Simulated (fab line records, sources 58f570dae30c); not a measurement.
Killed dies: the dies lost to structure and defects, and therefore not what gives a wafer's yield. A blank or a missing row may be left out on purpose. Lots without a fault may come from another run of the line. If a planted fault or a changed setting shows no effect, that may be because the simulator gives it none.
fab line records | flow berkeley_cmos170
record: lots: 14 wafers: 40 last_day: 12
route steps=331 shown NLDD@209 CONTACT@233 M1@250
lots untouched by any fault: they come from a run of this same line in which no faults occurred
start_h: hours from the record's opening day to when the first of the lot's shown wafers began | wait_h: hours from the lot's prior step to this one | " as in the row above | L1.1+2: a single row standing in for several wafers | - no value, or no start was given | * or withheld: withheld | < > ~ a bound
route shown NAME@n: names a module that has steps shown in the file, with the first one's number in the route | usual: average and standard deviation across the fault-free wafers | same: alike in all rows | chamber/n: place in a boat | sites: each site's reading | _std_site: standard deviation across them | _edge_site: outer sites' mean less inner sites' | radius_mm: for every site, how far away it sits from the centre of the wafer | mask NAME#n: copy n | behind: the last tool/chamber to shape the wafer | hold: cause of the lot's hold/its duration in hours/its outcome | device: whichever transistor did not switch (one of n, p or np) | end of line: the tests these same wafers got at the end of their route | where a step has no rows: the recipe by itself | killed: the dies lost at the first sort to structure and to defects; this is not the yield of the wafer | map: dies across one wafer; x = killed, . = not, _ = none there
set.NAME: the setting as run; set.NAME@STEP: as run at that earlier step | model.NAME: the simulator's own value behind a step, which no gauge read
one table for each step of the route and one row for each wafer, over a sample of lots
services: the hour from which a tool's chamber was out of use, counted from the record's first day as start_h (under 0 if before that day), plus the number of hours and why
== steps ==
step: UCB170_SDANNEAL_RS_MEAS_05
recipe: thk_meas_gauge: four-point-probe
usual: NLDD_RS: 616.3/1.4
columns lot.wafer tool chamber start_h wait_h NLDD_RS[ohm/sq]
L117.2 film_metro-02 - 140.62 0.1 616.6
L117.3 " - " " 615.9
L117.6 " - " " 614.7
L116.2 film_metro-02 - 141.26 0.1 614.2
L116.4 " - " " 615.0
L116.6 " - " " 614.4
L119.2 film_metro-02 - 149.35 0.1 616.6
L119.5 " - " " 616.0
L119.6 " - " " 615.5
L122.1 film_metro-01 - 162.73 0.1 617.0
L122.5 " - " " 616.2
L122.6 " - " " 618.1
L121.1 film_metro-03 - 163.27 0.1 616.9
L121.2 " - " " 616.4
L121.3 " - " " 617.0
L127.2 film_metro-01 - 179.33 0.1 615.8
L127.4 " - " " 617.4
L127.6 " - " " 616.5
L128.2 film_metro-02 - 179.56 0.1 617.0
L128.4 " - " " 616.8
L128.5 " - " " 615.3
L123.1 film_metro-01 - 179.98 0.1 617.5
L123.3 " - " " 618.6
L123.4 " - " " 617.4
L125.1 film_metro-03 - 180.02 0.1 614.2
L125.2 " - " " 616.2
L125.6 " - " " 614.7
L131.3 film_metro-03 - 201.67 0.1 618.1
L132.1 film_metro-01 - 212.81 0.1 615.4
L132.3 " - " " 616.5
L132.6 " - " " 616.3
L133.4 film_metro-03 - 231.22 0.1 617.1
L133.5 " - " " 616.4
L133.6 " - " " 616.8
L137.1 film_metro-02 - 247.11 0.1 614.1
L137.2 " - " " 613.5
L137.4 " - " " 615.5
L136.1 film_metro-01 - 254.84 0.1 615.4
L136.3 " - " " 615.6
L136.5 " - " " 614.6
step: UCB170_CONTACT_ETCH_17
recipe: chemistry: N2/H2 target_depth_a: withheld overetch_a: withheld target: BARC time_s: withheld source_w: 500 bias_w: 100 pressure_mtorr: 30 n2_flow_sccm: 100 h2_flow_sccm: 200
usual: drypump_motor_current_A: 5.6/0.47 oes_product_au: 0.997/0.027 throttle_valve_pct: 13.38/0.2
columns lot.wafer tool chamber start_h wait_h drypump_motor_current_A oes_product_au throttle_valve_pct
L117.2 rie_diel-01 1 145.79 0.0 5.9 1.015 13.35
L117.3 " 0 " " 5.0 0.987 13.50
L117.6 " 2 " " 6.5 0.982 13.48
L116.2 rie_diel-03 2 146.03 0.0 6.2 1.033 13.53
L116.4 " 3 " " 5.0 0.952 13.19
L116.6 " 1 " " 5.6 1.000 13.41
L119.2 rie_diel-03 3 156.13 0.0 5.0 0.948 13.20
L119.5 " 3 " " 5.0 0.948 13.20
L119.6 " 0 " " 5.7 0.958 12.86
L122.1 rie_diel-01 2 167.83 0.0 6.5 0.992 13.48
L122.5 " 0 " " 5.0 0.986 13.50
L122.6 " 2 " " 6.5 0.988 13.45
L121.1 rie_diel-03 1 173.46 0.0 5.6 1.001 13.43
L121.2 " 2 " " 6.2 1.045 13.52
L121.3 " 0 " " 5.7 0.970 12.86
L127.2 rie_diel-03 1 186.02 0.0 5.6 0.998 13.42
L127.4 " 3 " " 5.0 0.953 13.19
L127.6 " 0 " " 5.7 0.969 12.84
L128.2 rie_diel-03 0 186.19 0.0 5.7 0.976 12.86
L128.4 " 3 " " 5.0 0.965 13.20
L128.5 " 3 " " 5.0 0.961 13.20
L123.1 rie_diel-02 3 186.43 0.0 5.8 1.055 13.54
L123.3 " 2 " " 5.4 1.007 13.59
L123.4 " 1 " " 5.2 0.978 13.23
L125.1 rie_diel-01 0 186.55 0.0 5.1 0.979 13.51
L125.2 " 1 " " 5.9 0.993 13.31
L125.6 " 0 " " 5.1 0.979 13.52
L131.3 rie_diel-03 3 206.51 0.0 5.0 0.955 13.20
L132.1 rie_diel-01 1 217.62 0.0 5.9 1.004 13.31
L132.3 " 2 " " 6.5 0.990 13.48
L132.6 " 0 " " 5.1 0.986 13.50
L133.4 rie_diel-01 1 238.03 0.0 5.9 0.991 13.31
L133.5 " 2 " " 6.5 0.979 13.47
L133.6 " 1 " " 5.9 1.000 13.30
L137.1 rie_diel-02 1 255.21 0.0 5.2 0.974 13.21
L137.2 " 2 " " 5.4 0.998 13.59
L137.4 " 3 " " 5.8 1.053 13.53
L136.1 rie_diel-02 1 260.64 0.0 5.2 0.962 13.21
L136.3 " 3 " " 5.8 1.048 13.52
L136.5 " 2 " " 5.4 0.988 13.60
step: UCB170_CONTACT_CD_MEAS_90
recipe: target_cd_nm: 700
usual: cd_nm: 699.7/1.8
columns lot.wafer tool chamber start_h wait_h cd_nm
L117.2 cd_sem-02 - 146.08 0.1 699.2
L117.3 " - " " 700.2
L117.6 " - " " 699.1
L116.2 cd_sem-02 - 146.44 0.2 701.1
L116.4 " - " " 698.4
L116.6 " - " " 699.9
L119.2 cd_sem-02 - 156.51 0.2 699.2
L119.5 " - " " 700.7
L119.6 " - " " 698.2
L122.1 cd_sem-01 - 168.11 0.1 702.8
L122.5 " - " " 703.0
L122.6 " - " " 701.4
L121.1 cd_sem-01 - 173.73 0.1 699.8
L121.2 " - " " 700.7
L121.3 " - " " 697.8
L127.2 cd_sem-02 - 186.33 0.1 700.5
L127.4 " - " " 700.0
L127.6 " - " " 699.2
L128.2 cd_sem-01 - 186.54 0.1 698.0
L128.4 " - " " 699.9
L128.5 " - " " 698.9
L123.1 cd_sem-02 - 186.70 0.1 702.4
L123.3 " - " " 702.1
L123.4 " - " " 701.0
L125.1 cd_sem-01 - 186.82 0.1 698.0
L125.2 " - " " 697.4
L125.6 " - " " 698.0
L131.3 cd_sem-02 - 206.82 0.1 698.6
L132.1 cd_sem-02 - 217.89 0.1 699.4
L132.3 " - " " 700.6
L132.6 " - " " 699.6
L133.4 cd_sem-02 - 238.36 0.1 700.8
L133.5 " - " " 703.2
L133.6 " - " " 702.8
L137.1 cd_sem-01 - 255.48 0.1 701.6
L137.2 " - " " 702.1
L137.4 " - " " 699.5
L136.1 cd_sem-02 - 260.91 0.1 697.0
L136.3 " - " " 699.0
L136.5 " - " " 698.4
step: UCB170_M1_METAL_ETCH_12
recipe: chemistry: Cl2/BCl3 target: Al stop_on: PSG pressure_mtorr: 12 target_depth_a: 7800 over_etch_frac: 0.3 time_s: 130 icp_w: 600 bias_w: 120 Cl2_flow_sccm: 90 bcl3_flow_sccm: 45
usual: drypump_motor_current_A: 5.6/0.35 oes_product_au: 0.853/0.015 run_length_s: 157.9/0.43 throttle_valve_pct: 24.19/0.19
columns lot.wafer tool chamber start_h wait_h drypump_motor_current_A oes_product_au rf_hours_counter_h run_length_s throttle_valve_pct
L117.2 rie_metal-02 1 148.19 - 6.1 0.866 2 157.8 24.05
L117.3 " 1 " " 6.1 0.867 - 157.3 24.04
L117.6 " 1 " " 6.1 0.867 - 157.8 24.07
L116.2 rie_metal-01 0 148.55 - 5.9 0.836 2 157.5 24.15
L116.4 " 0 " " 5.9 0.836 - 158.3 24.14
L116.6 " 1 " " 5.6 0.863 - 158.3 24.28
L119.2 rie_metal-02 1 158.34 - 6.1 0.856 3 158.1 24.04
L119.5 " 0 " " 5.6 0.872 - 157.5 24.00
L119.6 " 1 " " 6.1 0.863 - 157.5 24.06
L122.1 rie_metal-02 1 170.37 - 6.1 0.854 3 157.3 24.07
L122.5 " 1 " " 6.1 0.848 - 158.2 24.06
L122.6 " 0 " " 5.6 0.871 - 157.6 24.00
L121.1 rie_metal-04 1 176.81 - 5.3 0.854 8 158.3 24.05
L121.2 " 0 " " 5.1 0.853 6 158.5 24.60
L121.3 " 0 " " 5.1 0.859 - 158.6 24.60
L127.2 rie_metal-02 1 188.45 - 6.1 0.874 4 157.2 24.06
L127.4 " 0 " " 5.7 0.875 - 157.9 24.02
L127.6 " 1 " " 6.1 0.865 - 157.4 24.05
L128.2 rie_metal-04 1 188.80 - 5.3 0.846 8 158.1 24.07
L128.4 " 1 " " 5.3 0.842 - 158.2 24.07
L128.5 " 1 " " 5.3 0.848 - 158.1 24.08
L123.1 rie_metal-02 0 189.16 - 5.6 0.871 10 157.5 24.01
L123.3 " 0 " " 5.6 0.869 - 158.3 24.01
L123.4 " 1 " " 6.1 0.852 - 157.5 24.08
L125.1 rie_metal-01 1 189.28 - 5.6 0.850 11 157.6 24.29
L125.2 " 0 " " 5.9 0.838 3 157.6 24.15
L125.6 " 0 " " 5.9 0.837 - 157.6 24.15
L131.3 rie_metal-01 0 208.87 - 5.9 0.938 - 123.8 24.08
L132.1 rie_metal-01 0 219.67 - 5.9 0.944 4 123.9 24.08
L132.3 " 0 " " 5.9 0.937 - 123.9 24.09
L132.6 " 1 " " 5.6 0.856 - 157.9 24.30
L133.4 rie_metal-02 1 241.01 - 6.1 0.856 - 157.5 24.05
L133.5 " 1 " " 6.1 0.865 - 157.9 24.06
L133.6 " 0 " " 5.7 0.866 - 157.7 24.01
L137.1 rie_metal-02 0 257.87 - 5.6 0.880 12 157.6 24.00
L137.2 " 1 " " 6.1 0.848 5 157.3 24.05
L137.4 " 1 " " 6.1 0.844 - 157.9 24.06
L136.1 rie_metal-04 0 268.07 - 5.1 0.864 8 158.5 24.60
L136.3 " 1 " " 5.3 0.854 - 158.5 24.05
L136.5 " 0 " " 5.1 0.851 - 158.5 24.59
step: UCB170_M1_CD_MEAS_90
recipe: target_cd_nm: 700
usual: cd_nm: 700.2/2.9
columns lot.wafer tool chamber start_h wait_h cd_nm
L117.2 cd_sem-02 - 148.49 0.1 702.3
L117.3 " - " " 701.9
L117.6 " - " " 701.6
L116.2 cd_sem-02 - 148.85 0.1 704.2
L116.4 " - " " 703.9
L116.6 " - " " 695.3
L119.2 cd_sem-02 - 158.59 0.1 703.7
L119.5 " - " " 702.2
L119.6 " - " " 703.9
L122.1 cd_sem-01 - 170.60 0.1 702.6
L122.5 " - " " 699.6
L122.6 " - " " 697.5
L121.1 cd_sem-01 - 177.05 0.1 698.1
L121.2 " - " " 701.7
L121.3 " - " " 701.7
L127.2 cd_sem-01 - 188.86 0.2 700.6
L127.4 " - " " 700.2
L127.6 " - " " 701.7
L128.2 cd_sem-01 - 189.58 0.6 700.3
L128.4 " - " " 698.8
L128.5 " - " " 698.4
L123.1 cd_sem-01 - 189.80 0.5 698.0
L123.3 " - " " 698.5
L123.4 " - " " 702.9
L125.1 cd_sem-01 - 189.92 0.5 695.8
L125.2 " - " " 701.8
L125.6 " - " " 704.2
L131.3 cd_sem-02 - 209.10 0.1 709.3
L132.1 cd_sem-02 - 219.90 0.1 710.1
L132.3 " - " " 713.8
L132.6 " - " " 693.7
L133.4 cd_sem-01 - 241.26 0.1 701.2
L133.5 " - " " 701.6
L133.6 " - " " 699.6
L137.1 cd_sem-02 - 258.11 0.1 700.3
L137.2 " - " " 702.8
L137.4 " - " " 700.1
L136.1 cd_sem-02 - 268.31 0.1 701.0
L136.3 " - " " 699.6
L136.5 " - " " 699.6
== services ==
columns tool chamber start_h hours kind
rie_diel-01 3 124.84 - clean
rie_diel-01 3 124.84 24.0 scheduled_down
rie_diel-01 3 124.84 24.0 vent_cycle
rie_diel-01 1 148.83 - clean
rie_diel-01 1 148.83 19.1 scheduled_down
rie_diel-01 1 148.83 19.1 vent_cycle
rie_metal-01 0 171.21 2.4 repair
rie_diel-03 0 188.29 - clean
rie_diel-03 0 188.29 13.1 scheduled_down
rie_diel-03 0 188.29 13.1 vent_cycle
rie_diel-03 - 222.58 2.8 pm
rie_diel-02 3 240.02 8.7 repair
rie_diel-03 - 241.01 15.6 pm
rie_diel-03 3 262.69 5.1 repair
rie_diel-02 1 263.62 7.8 repair
== key ==
first_sign: step: UCB170_M1_METAL_ETCH_12 reading: run_length_s direction: down sigmas: 79 usual: * struck: *
effect: step: UCB170_M1_METAL_ETCH_12 reading: oes_product_au direction: up sigmas: 5.9 usual: 0.853 struck: 0.940
effect: step: UCB170_M1_CD_MEAS_90 reading: cd_nm direction: up sigmas: 3.8 usual: 700.2 struck: 711.0
met_at UCB170_M1_METAL_ETCH_12
struck_lots L131,L132
struck_wafers L131.3,L132.1,L132.3
later_rows_left_out L131.3,L132.1,L132.3
sort_left_out L131.3,L132.1,L132.3
tester_left_out L131
not_acting_at UCB170_SDANNEAL_RS_MEAS_05,UCB170_CONTACT_ETCH_17,UCB170_CONTACT_CD_MEAS_90
onset_between 189.28 208.87
earlier_fault: kind: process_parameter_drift tool: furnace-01 chamber: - onset_h: 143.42 steps: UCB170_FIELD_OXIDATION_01 channel: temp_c offset: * shape: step end_h: 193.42 acts_in: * stated: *
fault: kind: process_parameter_drift tool: rie_metal-01 chamber: 0 onset_h: 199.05 steps: UCB170_M1_METAL_ETCH_12 channel: time_s offset: * shape: step acts_in: * stated: *
tester_left_out: of these lots the tester's yield and bins aren't shown, on N5 and GAA mostly nor the transistor test; their killed dies are dies lost to structure and defects alone, not to doping, threshold or leakage, so they don't give the yield
sort_left_out: the simulated sort isn't trusted on such a fault, so these wafers' sort isn't shown, and their yield isn't known
later_rows_left_out: the simulator's readings of these wafers behind a module that went badly wrong aren't trusted and aren't shown, but for the sort
